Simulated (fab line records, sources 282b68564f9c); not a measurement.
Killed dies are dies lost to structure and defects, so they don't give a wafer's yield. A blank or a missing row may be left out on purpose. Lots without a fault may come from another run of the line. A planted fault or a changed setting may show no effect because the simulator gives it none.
fab line records | flow rit_cmos
record lots=6 wafers=18 last_day=7
route steps=202 shown ACTIVE@1 FOX1@20 FOX2@23 M1@202
lots that met no fault: from a run of the same line without faults
start_h: hours from the record's first day to the start of the lot's first wafer shown | wait_h: hours since the lot's step before | " the same as in the row above | L1.1+2: a row that stands for several wafers | - no value, or no start given | * or withheld: withheld | < > ~ a bound
route shown NAME@n: a module of which the file shows steps, and the number in the route of the first | usual: mean/standard deviation of fault-free wafers | same: alike in all rows | chamber/n: place in a boat | sites: the reading at each site | _std_site: their standard deviation | _edge_site: outer sites' mean less inner sites' | radius_mm: how far each site lies from the wafer's centre | mask NAME#n: copy n | behind: the tool/chamber that last shaped the wafer | hold: why the lot was held/for how many hours/how that ended | device: the transistor (n, p or np) that didn't switch | end of line: the same wafers' tests at the end of the route | a step without rows: its recipe alone | killed: dies lost to structure and defects at the first sort, not the wafer's yield | map: a wafer's dies, x killed, . not, _ none there
set.NAME: the setting as run; set.NAME@STEP: as run at that earlier step | model.NAME: the simulator's own value behind a step, which no gauge read
lots at some steps of the route; a table a step, a row a wafer
services: from which hour (start_h, from the record's first day; less than 0 if before it) a tool's chamber was out of use, for how many hours, and why
## steps
# step RIT_ACTIVE_BOW_MEAS_00
# recipe mode=bow
# usual INCOMING_BOW=0/6.8
# columns lot.wafer tool chamber start_h wait_h INCOMING_BOW[um]
L393.1 film_metro-03 - 20.00 - 1
L393.4 " - " " 11
L393.6 " - " " 8
L394.1 film_metro-01 - 25.00 - -15
L394.3 " - " " 14
L394.5 " - " " -2
L398.3 film_metro-03 - 45.04 - 8
L398.4 " - " " 5
L398.5 " - " " -2
L400.2 film_metro-02 - 55.02 - 3
L400.5 " - " " 6
L400.6 " - " " -1
L404.2 film_metro-02 - 75.02 - -3
L404.5 " - " " -3
L404.6 " - " " 8
L411.1 film_metro-01 - 110.00 - 6
L411.5 " - " " -7
L411.6 " - " " -12
# step RIT_ACTIVE_OXIDATION_01
# recipe temp_c=1000 ambient=O2 target_thk_a=468 ox_time_s=3360
# usual spike_tc_centre_C=1002.7/1.1 zone_power_source_pct=34.4/2.7
# columns lot.wafer tool chamber start_h wait_h spike_tc_centre_C zone_power_source_pct model.SiO2_of_ACTIVE_OXIDATION_01.thk_nm
L393.1 furnace-01 0 20.85 0.8 1003.2 37.4 46.23
L393.4 " 0 " " 1001.6 36.1 46.79
L393.6 " 0 " " 1003.7 37.2 46.66
L394.1 furnace-04 0 25.46 0.4 1004.7 31.1 48.24
L394.3 " 0 " " 1002.2 30.9 47.7
L394.5 " 0 " " 1003.7 30.9 47.8
L398.3 furnace-04 0 45.12 0.1 1003.8 30.9 52.03
L398.4 " 0 " " 1004.8 31.1 51.66
L398.5 " 0 " " 1002.1 31.4 51.42
L400.2 furnace-04 0 55.12 0.1 1002.3 31.2 50.36
L400.5 " 0 " " 1004.3 30.7 49.77
L400.6 " 0 " " 1002.6 31.3 49.42
L404.2 furnace-03 0 75.58 0.5 1002.0 35.9 48.54
L404.5 " 0 " " 1003.3 35.6 47.87
L404.6 " 0 " " 1003.2 36.8 48.52
L411.1 furnace-01 0 112.49 2.5 1001.9 37.0 48.09
L411.5 " 0 " " 1001.8 37.1 47.53
L411.6 " 0 " " 1001.1 37.0 46.9
# step RIT_ACTIVE_THK_MEAS_02
# recipe reads=SiO2_of_ACTIVE_OXIDATION_01
# usual ACTIVE_OXIDE_THK=47.1/0.71
# columns lot.wafer tool chamber start_h wait_h ACTIVE_OXIDE_THK[nm]
L393.1 film_metro-02 - 22.79 0.0 46.2
L393.4 " - " " 46.7
L393.6 " - " " 46.7
L394.1 film_metro-02 - 27.39 0.0 48.2
L394.3 " - " " 47.8
L394.5 " - " " 47.8
L398.3 film_metro-01 - 47.07 0.0 52.0
L398.4 " - " " 51.6
L398.5 " - " " 51.4
L400.2 film_metro-03 - 57.06 0.0 50.4
L400.5 " - " " 49.8
L400.6 " - " " 49.4
L404.2 film_metro-02 - 77.53 0.0 48.5
L404.5 " - " " 47.9
L404.6 " - " " 48.6
L411.1 film_metro-02 - 114.42 0.0 48.1
L411.5 " - " " 47.5
L411.6 " - " " 46.9
# step RIT_ACTIVE_CVD_03
# recipe material=Si3N4 target_thk_nm=150 temp_c=810 precursor=SiH2Cl2/NH3 time_s=1527 pressure_mtorr=300 sih2cl2_flow_sccm=60 nh3_flow_sccm=150
# step RIT_ACTIVE_THK_MEAS_04
# recipe reads=Si3N4_of_ACTIVE_CVD_03
# usual ACTIVE_NITRIDE_THK=152.6/1.1
# columns lot.wafer tool chamber start_h wait_h ACTIVE_NITRIDE_THK[nm]
L393.1 film_metro-02 - 24.26 0.0 151.7
L393.4 " - " " 151.4
L393.6 " - " " 151.4
L394.1 film_metro-03 - 29.58 0.0 152.8
L394.3 " - " " 151.7
L394.5 " - " " 152.7
L398.3 film_metro-02 - 49.26 0.0 151.8
L398.4 " - " " 151.3
L398.5 " - " " 150.8
L400.2 film_metro-02 - 60.48 0.0 153.2
L400.5 " - " " 153.5
L400.6 " - " " 153.0
L404.2 film_metro-02 - 79.29 0.0 154.6
L404.5 " - " " 154.1
L404.6 " - " " 153.8
L411.1 film_metro-01 - 115.90 0.0 152.9
L411.5 " - " " 152.2
L411.6 " - " " 151.6
# step RIT_ACTIVE_HMDS_05
# recipe prime_time_s=60 prime_temp_c=140
# step RIT_ACTIVE_COAT_06
# recipe resist=NOVOLAK spin_rpm=3325 resist_thk_nm=1000
# step RIT_ACTIVE_SOFTBAKE_07
# recipe resist=NOVOLAK temp_c=90 time_s=60
# step RIT_ACTIVE_EXPOSE_08
# recipe mask_id=M1 na=0.6 source_shape=conventional sigma_outer=0.6 target_cd_nm=1400 dose_mj=225
# step RIT_ACTIVE_PEB_09
# recipe resist=NOVOLAK temp_c=withheld time_s=withheld
# step RIT_ACTIVE_DEVELOP_10
# recipe resist=NOVOLAK develop_time_s=50 dev_temp_c=23
# step RIT_ACTIVE_CD_MEAS_11
# recipe target_cd_nm=1400
# usual cd_nm=1398.4/2.2
# columns lot.wafer tool chamber start_h wait_h cd_nm
L393.1 cd_sem-02 - 25.17 - 1398.0
L393.4 " - " " 1395.9
L393.6 " - " " 1399.0
L394.1 cd_sem-02 - 30.61 - 1394.0
L394.3 " - " " 1396.9
L394.5 " - " " 1396.2
L398.3 cd_sem-01 - 50.19 - 1396.2
L398.4 " - " " 1395.9
L398.5 " - " " 1395.6
L400.2 cd_sem-02 - 61.52 - 1399.0
L400.5 " - " " 1398.7
L400.6 " - " " 1398.2
L404.2 cd_sem-01 - 80.33 - 1400.6
L404.5 " - " " 1402.4
L404.6 " - " " 1399.7
L411.1 cd_sem-02 - 116.81 - 1400.4
L411.5 " - " " 1398.8
L411.6 " - " " 1400.0
# step RIT_ACTIVE_HARDBAKE_12
# recipe resist=NOVOLAK temp_c=140 time_s=60
# step RIT_ACTIVE_ETCH_13
# recipe stop_on=SiO2 chemistry=SF6 target=Si3N4 time_s=210 over_etch_frac=0.4 SF6_flow_sccm=200 pressure_mtorr=260 rf_w=125 target_depth_a=2100
# usual SF6_flow_sccm=200.1/0.6 chamber_pressure_mTorr=260.01/0.22 drypump_motor_current_A=5.7/0.34 oes_product_au=0.827/0.011 throttle_valve_pct=7.53/0.19
# columns lot.wafer tool chamber start_h wait_h SF6_flow_sccm chamber_pressure_mTorr drypump_motor_current_A oes_product_au rf_hours_counter_h throttle_valve_pct
L393.1 rie_diel-03 2 25.44 0.1 199.5 259.93 6.4 0.825 105 7.59
L393.4 " 3 " " 199.9 260.25 5.9 0.805 - 7.50
L393.6 " 2 " " 199.7 259.64 6.4 0.830 - 7.60
L394.1 rie_diel-01 2 30.88 0.1 200.5 259.71 5.8 0.819 113 7.56
L394.3 " 0 " " 200.5 259.76 5.3 0.842 3 7.38
L394.5 " 3 " " 199.9 259.82 5.4 0.817 - 7.54
L398.3 rie_diel-01 0 50.42 0.1 199.7 260.62 5.3 0.851 3 7.38
L398.4 " 2 " " 200.7 260.00 5.8 0.814 113 7.55
L398.5 " 1 " " 200.7 259.98 5.5 0.817 - 7.70
L400.2 rie_diel-03 3 61.77 0.1 200.2 259.83 5.9 0.830 118 7.53
L400.5 " 2 " " 201.1 260.36 6.4 0.836 - 7.59
L400.6 " 3 " " 199.5 260.52 5.9 0.814 - 7.53
L404.2 rie_diel-03 2 80.58 0.1 200.1 259.81 6.4 0.830 106 7.58
L404.5 " 2 " " 200.2 259.80 6.4 0.834 - 7.58
L404.6 " 1 " " 200.3 259.83 5.3 0.830 - 7.20
L411.1 rie_diel-01 2 117.08 0.1 201.7 259.55 5.8 0.820 114 7.56
L411.5 " 1 " " 201.3 260.16 5.5 0.807 - 7.67
L411.6 " 0 " " 200.4 259.98 5.3 0.850 - 7.37
# step RIT_ACTIVE_STRIP_14
# recipe chemistry=O2 time_s=180 resist=NOVOLAK platen_temp_c=withheld power_w=500 pressure_mtorr=4000 o2_flow_sccm=4000
# usual chamber_pressure_mTorr=4000/4.2 drypump_motor_current_A=5.8/0.44
# columns lot.wafer tool chamber start_h wait_h chamber_pressure_mTorr drypump_motor_current_A rf_hours_counter_h
L393.1 plasma_asher-03 0 25.58 0.1 3995 6.1 38
L393.4 " 0 " " 3999 6.1 -
L393.6 " 1 " " 4004 5.7 -
L394.1 plasma_asher-04 1 31.01 0.1 3998 6.4 39
L394.3 " 1 " " 4003 6.5 -
L394.5 " 1 " " 4002 6.4 -
L398.3 plasma_asher-03 0 50.61 0.1 3978 6.0 -
L398.4 " 1 " " 4003 5.7 -
L398.5 " 1 " " 4002 5.7 -
L400.2 plasma_asher-03 1 61.91 0.1 4000 5.7 42
L400.5 " 1 " " 4000 5.7 -
L400.6 " 0 " " 3991 6.1 -
L404.2 plasma_asher-01 0 80.72 0.1 3997 5.1 43
L404.5 " 1 " " 3998 5.2 -
L404.6 " 0 " " 4005 5.1 -
L411.1 plasma_asher-03 0 117.21 0.1 4003 6.0 48
L411.5 " 1 " " 3999 5.7 -
L411.6 " 0 " " 3993 6.0 -
# step RIT_ACTIVE_CD_MEAS_90
# recipe target_cd_nm=1400
# usual cd_nm=1398.5/2.2
# columns lot.wafer tool chamber start_h wait_h cd_nm
L393.1 cd_sem-01 - 25.75 0.1 1398.5
L393.4 " - " " 1396.1
L393.6 " - " " 1399.0
L394.1 cd_sem-01 - 31.19 0.1 1393.9
L394.3 " - " " 1397.1
L394.5 " - " " 1396.1
L398.3 cd_sem-02 - 50.77 0.1 1396.5
L398.4 " - " " 1395.6
L398.5 " - " " 1395.6
L400.2 cd_sem-02 - 62.10 0.1 1399.4
L400.5 " - " " 1398.8
L400.6 " - " " 1398.7
L404.2 cd_sem-02 - 80.91 0.1 1400.9
L404.5 " - " " 1402.5
L404.6 " - " " 1399.5
L411.1 cd_sem-01 - 117.39 0.1 1400.1
L411.5 " - " " 1398.5
L411.6 " - " " 1400.5
# step RIT_ACTIVE_CLEAN_15
# recipe chemistry=SC1 mix=3:3:50 time_s=600 temp_c=75
# step RIT_ACTIVE_CLEAN_16
# recipe chemistry=dHF dilution=50:1 time_s=30
# step RIT_ACTIVE_CLEAN_17
# recipe chemistry=SC2 mix=3:3:50 time_s=600 temp_c=75 dry=n2_spin
# step RIT_FOX1_OXIDATION_00
# recipe temp_c=1100 ambient=H2O target_thk_a=3507 p_h2o_torr=720 ox_time_s=1130
# step RIT_FOX1_THK_MEAS_01
# recipe reads=SiO2_of_FOX1_OXIDATION_00
# usual FOX1_OXIDE_THK=351/7.9
# columns lot.wafer tool chamber start_h wait_h FOX1_OXIDE_THK[nm]
L393.1 film_metro-04 - 28.22 0.0 346
L393.4 " - " " 346
L393.6 " - " " 339
L394.1 film_metro-04 - 34.19 0.0 361
L394.3 " - " " 364
L394.5 " - " " 366
L398.3 film_metro-04 - 55.37 0.0 342
L398.4 " - " " 341
L398.5 " - " " 342
L400.2 film_metro-01 - 63.89 0.0 361
L400.5 " - " " 361
L400.6 " - " " 356
L404.2 film_metro-04 - 84.82 0.0 356
L404.5 " - " " 360
L404.6 " - " " 354
L411.1 film_metro-01 - 121.07 0.0 355
L411.5 " - " " 358
L411.6 " - " " 352
# step RIT_FOX1_WET_ETCH_02
# recipe chemistry=BOE target_depth_nm=350 time_s=390 temp_c=21.5 dry=n2_spin dilution=10:1 target=SiO2
# step RIT_FOX2_OXIDATION_00
# recipe temp_c=1100 ambient=H2O target_thk_a=3507 p_h2o_torr=720 ox_time_s=1158
# step RIT_FOX2_THK_MEAS_01
# recipe reads=SiO2_of_FOX2_OXIDATION_00
# usual FOX2_OXIDE_THK=356/7.8
# columns lot.wafer tool chamber start_h wait_h FOX2_OXIDE_THK[nm]
L393.1 film_metro-04 - 29.71 0.0 362
L393.4 " - " " 365
L393.6 " - " " 363
L394.1 film_metro-04 - 35.68 0.0 364
L394.3 " - " " 367
L394.5 " - " " 370
L398.3 film_metro-01 - 56.86 0.0 354
L398.4 " - " " 353
L398.5 " - " " 351
L400.2 film_metro-01 - 65.39 0.0 378
L400.5 " - " " 370
L400.6 " - " " 369
L404.2 film_metro-04 - 86.32 0.0 354
L404.5 " - " " 348
L404.6 " - " " 357
L411.1 film_metro-04 - 124.32 0.0 350
L411.5 " - " " 351
L411.6 " - " " 356
# step RIT_FOX2_CLEAN_02
# recipe chemistry=dHF dilution=50:1 time_s=180
# step RIT_FOX2_WET_ETCH_03
# recipe chemistry=H3PO4 target=Si3N4 target_depth_nm=195 temp_c=165 time_s=2700
# usual bath_heat_duty_pct=27/3.2
# columns lot.wafer tool chamber start_h wait_h bath_heat_duty_pct model.SiO2_of_ACTIVE_OXIDATION_01.thk_nm
L393.1 wet_bench-03 1 29.83 0.0 27 41.08
L393.4 " 1 " " 29 41.57
L393.6 " 1 " " 27 41.47
L394.1 wet_bench-01 2 35.79 0.0 35 42.55
L394.3 " 2 " " 35 42.28
L394.5 " 2 " " 35 42.4
L398.3 wet_bench-01 0 56.96 0.0 25 46.04
L398.4 " 0 " " 24 45.47
L398.5 " 0 " " 25 43.08
L400.2 wet_bench-03 1 65.50 0.0 28 44.87
L400.5 " 1 " " 29 44.37
L400.6 " 1 " " 27 44.03
L404.2 wet_bench-01 1 86.43 0.0 29 43.34
L404.5 " 1 " " 31 42.74
L404.6 " 1 " " 31 39.73
L411.1 wet_bench-01 0 124.44 0.0 23 42.48
L411.5 " 0 " " 26 39.76
L411.6 " 0 " " 26 41.63
# step RIT_FOX2_THK_MEAS_90
# recipe reads=SiO2_of_FOX2_OXIDATION_00
# usual FIELD_OXIDE_LEFT_1_THK=329/7.9
# columns lot.wafer tool chamber start_h wait_h FIELD_OXIDE_LEFT_1_THK[nm]
L393.1 film_metro-03 - 30.59 0.0 335
L393.4 " - " " 337
L393.6 " - " " 336
L394.1 film_metro-01 - 36.55 0.0 336
L394.3 " - " " 339
L394.5 " - " " 342
L398.3 film_metro-04 - 57.74 0.0 327
L398.4 " - " " 326
L398.5 " - " " 323
L400.2 film_metro-03 - 66.27 0.0 351
L400.5 " - " " 343
L400.6 " - " " 342
L404.2 film_metro-04 - 87.26 0.0 327
L404.5 " - " " 321
L404.6 " - " " 330
L411.1 film_metro-01 - 125.27 0.0 323
L411.5 " - " " 324
L411.6 " - " " 329
# step RIT_M1_PROBE_99
# usual killed_at_M0_to_M3=0.0/0.23 killed_at_contacts=0.1/0.23 killed_at_front_end=7/3 killed_dies=7/3 killed_open=3.3/2.1 killed_short=3.7/1.9
# same gross_dies=264 killed_at_M4_up=0 killed_at_back_side=0 killed_at_other=0
# columns lot.wafer tool chamber start_h wait_h killed_at_M0_to_M3 killed_at_contacts killed_at_front_end killed_dies killed_open killed_short model.etest.nldd.width_nm model.etest.pldd.width_nm
L393.1 prober-02 - 73.64 0.1 0 0 5 5 2 3 3152 3160
L393.4 prober-02 - 73.79 0.2 0 0 7 7 3 4 3157 3161
L393.6 prober-02 - 73.89 0.2 0 0 6 6 5 1 3157 3168
L394.1 prober-01 - 80.20 0.1 0 1 13 14 7 6 3116 3131
L394.3 prober-01 - 80.30 0.2 2 0 11 13 5 7 3142 3140
L394.5 prober-01 - 80.40 0.2 0 0 11 11 5 6 3133 3134
L398.3 prober-01 - 99.40 0.2 0 0 5 5 4 1 3133 3136
L398.4 prober-01 - 99.45 0.2 0 0 10 10 3 7 3124 3119
L398.5 prober-01 - 99.50 0.2 0 0 9 9 4 5 3128 3132
L400.2 prober-01 - 107.19 0.1 0 0 8 8 0 8 3104 3096
L400.5 prober-01 - 107.34 0.2 0 0 9 9 4 5 3107 3109
L400.6 prober-01 - 107.39 0.2 0 0 7 7 3 4 3122 3116
L404.2 prober-01 - 127.59 0.1 0 0 4 4 2 2 3142 3175
L404.5 prober-01 - 127.74 0.2 0 0 5 5 1 4 3157 3173
L404.6 prober-01 - 127.79 0.2 0 1 4 5 3 2 3164 3166
L411.1 prober-02 - 177.26 0.1 0 0 14 14 7 7 3154 3152
L411.5 prober-02 - 177.46 0.2 0 0 6 6 3 3 3166 3155
L411.6 prober-02 - 177.51 0.2 0 0 8 8 2 6 3169 3162
# killed by level:class
L393.1 SPACER:geometric_particle:short=2 FOX1:geometric_particle:short=1 GATE:geometric_particle:open=1 SILICIDE:geometric_particle:open=1
L393.4 GATE:geometric_particle:short=2 GATE:geometric_particle:open=2 SPACER:geometric_particle:open=1 SPACER:geometric_particle:short=1 SILICIDE:geometric_particle:short=1
L393.6 GATE:geometric_particle:open=2 SPACER:geometric_particle:open=2 GATE:geometric_particle:short=1 SILICIDE:geometric_particle:open=1
L394.1 GATE:geometric_particle:open=3 SILICIDE:geometric_particle:short=3 GATE:geometric_particle:short=2 REOX:geometric_particle:open=2 FOX1:geometric_particle:short=1 SPACER:geometric_particle:open=1 SILICIDE:geometric_particle:open=1 CONTACT:coat_microbubble_printed=1
L394.3 FOX1:geometric_particle:short=2 GATE:geometric_particle:open=2 SPACER:geometric_particle:short=2 FOX2:geometric_particle:open=1 GATE:geometric_particle:short=1 REOX:geometric_particle:open=1 SILICIDE:geometric_particle:open=1 SILICIDE:geometric_particle:short=1
L394.5 REOX:geometric_particle:short=3 FOX2:geometric_particle:short=2 GATE:geometric_particle:open=2 FOX1:geometric_particle:open=1 REOX:geometric_particle:open=1 SPACER:geometric_particle:short=1 SPACER:geometric_particle:open=1
L398.3 GATE:geometric_particle:open=3 FOX2:geometric_particle:short=1 REOX:geometric_particle:open=1
L398.4 GATE:geometric_particle:short=3 FOX1:geometric_particle:open=1 FOX1:geometric_particle:short=1 FOX2:geometric_particle:short=1 GATE:geometric_particle:open=1 REOX:geometric_particle:open=1 SPACER:geometric_particle:short=1 SILICIDE:geometric_particle:short=1
L398.5 GATE:geometric_particle:short=3 GATE:geometric_particle:open=2 FOX1:geometric_particle:open=1 SPACER:geometric_particle:short=1 SILICIDE:geometric_particle:open=1 SILICIDE:geometric_particle:short=1
L400.2 FOX2:geometric_particle:short=2 GATE:geometric_particle:short=2 REOX:geometric_particle:short=2 FOX1:geometric_particle:short=1 SILICIDE:geometric_particle:short=1
L400.5 GATE:geometric_particle:open=3 GATE:geometric_particle:short=2 SILICIDE:geometric_particle:short=2 FOX2:geometric_particle:short=1 REOX:geometric_particle:open=1
L400.6 GATE:geometric_particle:short=4 FOX2:geometric_particle:open=1 REOX:geometric_particle:open=1 SILICIDE:geometric_particle:open=1
L404.2 GATE:geometric_particle:short=1 GATE:geometric_particle:open=1 REOX:geometric_particle:open=1 SPACER:geometric_particle:short=1
L404.5 SPACER:geometric_particle:short=2 GATE:geometric_particle:short=1 SILICIDE:geometric_particle:short=1 SILICIDE:geometric_particle:open=1
L404.6 FOX1:geometric_particle:short=2 GATE:geometric_particle:open=1 SILICIDE:geometric_particle:open=1 CONTACT:geometric_particle:open=1
L411.1 FOX1:geometric_particle:open=3 GATE:geometric_particle:short=3 REOX:geometric_particle:open=3 SPACER:geometric_particle:short=2 FOX2:geometric_particle:short=1 GATE:geometric_particle:open=1 SILICIDE:geometric_particle:short=1
L411.5 GATE:geometric_particle:open=2 GATE:geometric_particle:short=2 SPACER:geometric_particle:open=1 SILICIDE:geometric_particle:short=1
L411.6 GATE:geometric_particle:short=3 REOX:geometric_particle:short=2 FOX2:geometric_particle:short=1 GATE:geometric_particle:open=1 REOX:geometric_particle:open=1
## services
# columns tool chamber start_h hours kind
furnace-01 - 3.95 2.5 pm
plasma_asher-03 - 8.36 3.6 repair
rie_diel-03 0 17.97 8.0 repair
furnace-03 - 20.98 3.4 pm
rie_diel-01 2 21.06 5.6 repair
rie_diel-03 - 37.04 14.6 pm
furnace-03 - 66.09 4.4 pm
plasma_asher-01 - 74.82 4.1 repair
furnace-01 - 107.98 4.5 pm
plasma_asher-04 - 108.75 9.0 pm
plasma_asher-04 0 108.75 9.0 vent_cycle
plasma_asher-04 1 108.75 9.0 vent_cycle
furnace-04 - 110.71 9.0 pm
plasma_asher-04 0 117.75 - clean
plasma_asher-04 1 117.75 - clean
## key
first_sign step=RIT_ACTIVE_THK_MEAS_02 reading=ACTIVE_OXIDE_THK direction=up sigmas=5.2 usual=47.1 struck=50.8
effect none on later readings
model_effect step=RIT_ACTIVE_OXIDATION_01 value=SiO2_of_ACTIVE_OXIDATION_01.thk_nm without=46.93 struck=50.78
model_effect step=RIT_FOX2_WET_ETCH_03 value=SiO2_of_ACTIVE_OXIDATION_01.thk_nm without=41.23 struck=44.65
model_effect step=RIT_M1_PROBE_99 value=etest.nldd.width_nm without=3161 struck=3120
met_at RIT_ACTIVE_OXIDATION_01
struck_wafers L398.3,L398.4,L398.5,L400.2,L400.5,L400.6
tester_left_out L398,L400
onset_between 25.46 45.12
fault kind=process_parameter_drift tool=furnace-04 chamber=- onset_h=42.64 steps=RIT_ACTIVE_OXIDATION_01 channel=ox_time_s offset=* shape=step end_h=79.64 acts_in=* stated=*
# tester_left_out: of these lots the tester's yield and bins aren't shown, on N5 and GAA mostly nor the transistor test; their killed dies are dies lost to structure and defects alone, not to doping, threshold or leakage, so they don't give the yield
